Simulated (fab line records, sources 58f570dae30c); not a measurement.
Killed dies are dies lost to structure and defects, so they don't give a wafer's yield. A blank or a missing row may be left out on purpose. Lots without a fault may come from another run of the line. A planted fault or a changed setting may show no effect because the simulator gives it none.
fab line records | flow berkeley_cmos170 | part 2 of 2: steps 25 to 35 of 35
record lots=5 wafers=15 last_day=12
route steps=331 shown CONTACT@233 M1@238 V1@254
lots that met no fault: from a run of the same line without faults
start_h: hours from the record's first day to the start of the lot's first wafer shown | wait_h: hours since the lot's step before | " the same as in the row above | L1.1+2: a row that stands for several wafers | - no value, or no start given | * or withheld: withheld | < > ~ a bound
route shown NAME@n: a module of which the file shows steps, and the number in the route of the first | usual: mean/standard deviation of fault-free wafers | same: alike in all rows | chamber/n: place in a boat | sites: the reading at each site | _std_site: their standard deviation | _edge_site: outer sites' mean less inner sites' | radius_mm: how far each site lies from the wafer's centre | mask NAME#n: copy n | behind: the tool/chamber that last shaped the wafer | hold: why the lot was held/for how many hours/how that ended | device: the transistor (n, p or np) that didn't switch | end of line: the same wafers' tests at the end of the route | a step without rows: its recipe alone | killed: dies lost to structure and defects at the first sort, not the wafer's yield | map: a wafer's dies, x killed, . not, _ none there
set.NAME: the setting as run; set.NAME@STEP: as run at that earlier step | model.NAME: the simulator's own value behind a step, which no gauge read
lots at some steps of the route; a table a step, a row a wafer
services: from which hour (start_h, from the record's first day; less than 0 if before it) a tool's chamber was out of use, for how many hours, and why
## steps
# step UCB170_V1_BOW_MEAS_03
# recipe mode=bow
# usual V1_BOW=19/6.8
# columns lot.wafer tool chamber start_h wait_h V1_BOW[um]
L074.1 film_metro-01 - 175.96 0.1 14
L074.4 " - " " 30
L074.6 " - " " 15
L080.1 film_metro-04 - 222.32 0.2 23
L080.2 " - " " 19
L080.4 " - " " 33
L081.2 film_metro-04 - 223.68 0.1 14
L081.4 " - " " 11
L081.6 " - " " 12
L089.2 film_metro-01 - 247.12 0.3 34
L089.3 " - " " 17
L089.6 " - " " 17
L091.1 film_metro-01 - 266.05 0.2 10
L091.2 " - " " 20
L091.6 " - " " 18
# step UCB170_V1_THK_MEAS_04
# recipe reads=SiO2_of_V1_CVD_00
# usual V1_POLISHED_THK=1000.4/1.2
# columns lot.wafer tool chamber start_h wait_h V1_POLISHED_THK[nm]
L074.1 film_metro-01 - 176.08 0.1 1001.1
L074.4 " - " " 1000.3
L074.6 " - " " 1001.0
L080.1 film_metro-04 - 222.44 0.1 998.3
L080.2 " - " " 1000.2
L080.4 " - " " 1000.5
L081.2 film_metro-04 - 223.79 0.1 999.7
L081.4 " - " " 1003.5
L081.6 " - " " 1000.9
L089.2 film_metro-01 - 247.23 0.1 999.1
L089.3 " - " " 999.1
L089.6 " - " " 1000.5
L091.1 film_metro-01 - 266.17 0.1 998.8
L091.2 " - " " 1000.6
L091.6 " - " " 1000.1
# step UCB170_V1_CLEAN_05
# recipe chemistry=DIW
# columns lot.wafer tool chamber start_h wait_h
L074.1+4+6 wet_bench-02 0 176.70 0.6
L080.1+2+4 wet_bench-02 2 222.79 0.3
L081.2+4+6 wet_bench-04 1 225.92 2.1
L089.2+3+6 wet_bench-02 0 247.61 0.4
L091.1+2+6 wet_bench-04 1 266.86 0.7
# step UCB170_V1_HMDS_06
# recipe prime_time_s=60 prime_temp_c=100
# usual chill_plate_temp_C=23.01/0.1
# columns lot.wafer tool chamber start_h wait_h chill_plate_temp_C
L074.1 litho_track-01 0 177.32 0.4 23.22
L074.4 " 0 " " 22.97
L074.6 " 0 " " 23.08
L080.1 litho_track-01 0 222.97 0.0 22.86
L080.2 " 0 " " 22.93
L080.4 " 0 " " 22.90
L081.2 litho_track-03 0 226.14 0.0 22.97
L081.4 " 0 " " 22.92
L081.6 " 0 " " 22.94
L089.2 litho_track-02 0 248.51 0.7 23.11
L089.3 " 0 " " 23.01
L089.6 " 0 " " 23.19
L091.1 litho_track-02 0 267.48 0.4 23.20
L091.2 " 0 " " 23.10
L091.6 " 0 " " 22.97
# step UCB170_V1_COAT_07
# recipe resist=KrF spin_rpm=1500 resist_thk_nm=900
# usual chill_plate_temp_C=22.98/0.12
# columns lot.wafer tool chamber start_h wait_h chill_plate_temp_C
L074.1 litho_track-01 0 177.47 0.1 23.06
L074.4 " 0 " " 23.03
L074.6 " 0 " " 23.03
L080.1 litho_track-01 0 223.12 0.1 23.15
L080.2 " 0 " " 22.88
L080.4 " 0 " " 22.89
L081.2 litho_track-03 0 226.29 0.1 23.12
L081.4 " 0 " " 23.00
L081.6 " 0 " " 23.04
L089.2 litho_track-02 0 248.66 0.1 22.83
L089.3 " 0 " " 22.84
L089.6 " 0 " " 22.90
L091.1 litho_track-02 0 267.63 0.1 23.12
L091.2 " 0 " " 23.15
L091.6 " 0 " " 23.04
# step UCB170_V1_SOFTBAKE_08
# recipe resist=KrF temp_c=130 time_s=60
# usual chill_plate_temp_C=23.03/0.12
# columns lot.wafer tool chamber start_h wait_h chill_plate_temp_C
L074.1 litho_track-01 0 177.62 0.1 23.06
L074.4 " 0 " " 23.08
L074.6 " 0 " " 22.92
L080.1 litho_track-01 0 223.27 0.1 23.14
L080.2 " 0 " " 23.21
L080.4 " 0 " " 23.20
L081.2 litho_track-03 0 226.44 0.1 22.95
L081.4 " 0 " " 22.97
L081.6 " 0 " " 22.97
L089.2 litho_track-02 0 248.81 0.1 23.13
L089.3 " 0 " " 22.88
L089.6 " 0 " " 23.07
L091.1 litho_track-02 0 267.78 0.1 22.99
L091.2 " 0 " " 23.00
L091.6 " 0 " " 22.91
# step UCB170_V1_EXPOSE_09
# recipe mask_id=VIA1 target_cd_nm=700 na=0.5 sigma_outer=0.6 source_shape=conventional dose_mj=37
# columns lot.wafer tool chamber start_h wait_h mask
L074.1+4+6 krf_scanner-01 0 177.95 0.3 VIA1#0
L080.1+2+4 krf_scanner-02 0 223.42 0.1 VIA1#0
L081.2+4+6 krf_scanner-02 0 226.58 0.1 VIA1#0
L089.2+3+6 krf_scanner-02 0 248.95 0.1 VIA1#0
L091.1+2+6 krf_scanner-02 0 268.05 0.2 VIA1#0
# step UCB170_V1_PEB_10
# recipe peb_temp_c=130 peb_time_s=withheld resist=KrF
# usual chill_plate_temp_C=22.99/0.1
# columns lot.wafer tool chamber start_h wait_h chill_plate_temp_C
L074.1 litho_track-02 0 178.36 0.4 23.11
L074.4 " 0 " " 23.24
L074.6 " 0 " " 23.10
L080.1 litho_track-02 0 223.53 0.1 22.98
L080.2 " 0 " " 23.04
L080.4 " 0 " " 23.00
L081.2 litho_track-01 0 226.70 0.1 23.08
L081.4 " 0 " " 22.98
L081.6 " 0 " " 23.09
L089.2 litho_track-01 0 249.95 1.0 23.01
L089.3 " 0 " " 23.09
L089.6 " 0 " " 23.00
L091.1 litho_track-01 0 268.24 0.2 22.96
L091.2 " 0 " " 22.83
L091.6 " 0 " " 23.05
# step UCB170_V1_DEVELOP_11
# recipe developer=TMAH develop_time_s=45 resist=KrF dev_temp_c=21
# usual chill_plate_temp_C=22.99/0.1
# columns lot.wafer tool chamber start_h wait_h chill_plate_temp_C
L074.1 litho_track-02 0 - - 22.90
L074.4 " 0 " " 22.98
L074.6 " 0 " " 22.97
L080.1 litho_track-02 0 - - 22.98
L080.2 " 0 " " 23.10
L080.4 " 0 " " 23.01
L081.2 litho_track-01 0 - - 22.94
L081.4 " 0 " " 23.00
L081.6 " 0 " " 22.92
L089.2 litho_track-01 0 - - 23.08
L089.3 " 0 " " 23.04
L089.6 " 0 " " 23.07
L091.1 litho_track-01 0 - - 22.93
L091.2 " 0 " " 22.93
L091.6 " 0 " " 22.88
# step UCB170_V1_CD_MEAS_12
# recipe target_cd_nm=700
# usual cd_nm=699.9/1.6
# columns lot.wafer tool chamber start_h wait_h cd_nm
L074.1 cd_sem-01 - 178.64 - 702.6
L074.4 " - " " 701.9
L074.6 " - " " 701.5
L080.1 cd_sem-02 - 223.81 - 701.3
L080.2 " - " " 700.5
L080.4 " - " " 699.8
L081.2 cd_sem-01 - 226.97 - 698.2
L081.4 " - " " 698.9
L081.6 " - " " 698.3
L089.2 cd_sem-02 - 250.22 - 700.9
L089.3 " - " " 702.2
L089.6 " - " " 700.9
L091.1 cd_sem-02 - 268.51 - 698.8
L091.2 " - " " 697.1
L091.6 " - " " 698.9
# step UCB170_V1_OVL_MEAS_13
# usual V1_OVL=-1/5.8
# columns lot.wafer tool chamber start_h wait_h V1_OVL[nm]
L074.1 overlay-02 - 178.76 0.1 -5
L074.4 " - " " -2
L074.6 " - " " -3
L080.1 overlay-01 - 223.93 0.1 4
L080.2 " - " " 0
L080.4 " - " " 2
L081.2 overlay-01 - 227.08 0.1 6
L081.4 " - " " 5
L081.6 " - " " 2
L089.2 overlay-02 - 250.33 0.1 -9
L089.3 " - " " 5
L089.6 " - " " -2
L091.1 overlay-01 - 268.63 0.1 10
L091.2 " - " " 10
L091.6 " - " " 7
## services
# columns tool chamber start_h hours kind
plasma_asher-02 - 148.27 2.3 repair
rie_metal-01 - 152.72 0.4 repair
krf_scanner-02 - 157.68 0.8 pm
krf_scanner-02 - 170.24 4.4 pm
plasma_asher-02 - 176.38 2.2 repair
plasma_asher-02 - 179.10 6.4 repair
rie_diel-04 - 180.20 2.8 pm
krf_scanner-01 - 192.61 1.0 pm
krf_scanner-02 - 193.61 1.0 pm
krf_scanner-02 - 207.46 1.3 pm
plasma_asher-02 - 208.48 0.3 repair
plasma_asher-04 - 217.16 7.8 repair
krf_scanner-01 - 221.41 1.3 pm
rie_diel-02 1 221.99 4.4 repair
pvd_sputter-01 - 225.01 2.6 repair
plasma_asher-04 - 226.76 2.8 pm
cmp-02 - 232.00 4.0 pm
rie_metal-01 1 233.56 1.0 repair
rie_diel-03 - 234.18 0.5 repair
rie_diel-02 - 237.21 14.6 pm
pvd_sputter-03 - 242.67 0.5 repair
cmp-02 - 262.09 1.9 repair
plasma_asher-03 - 263.63 0.6 repair
pecvd-02 - 267.17 2.8 pm
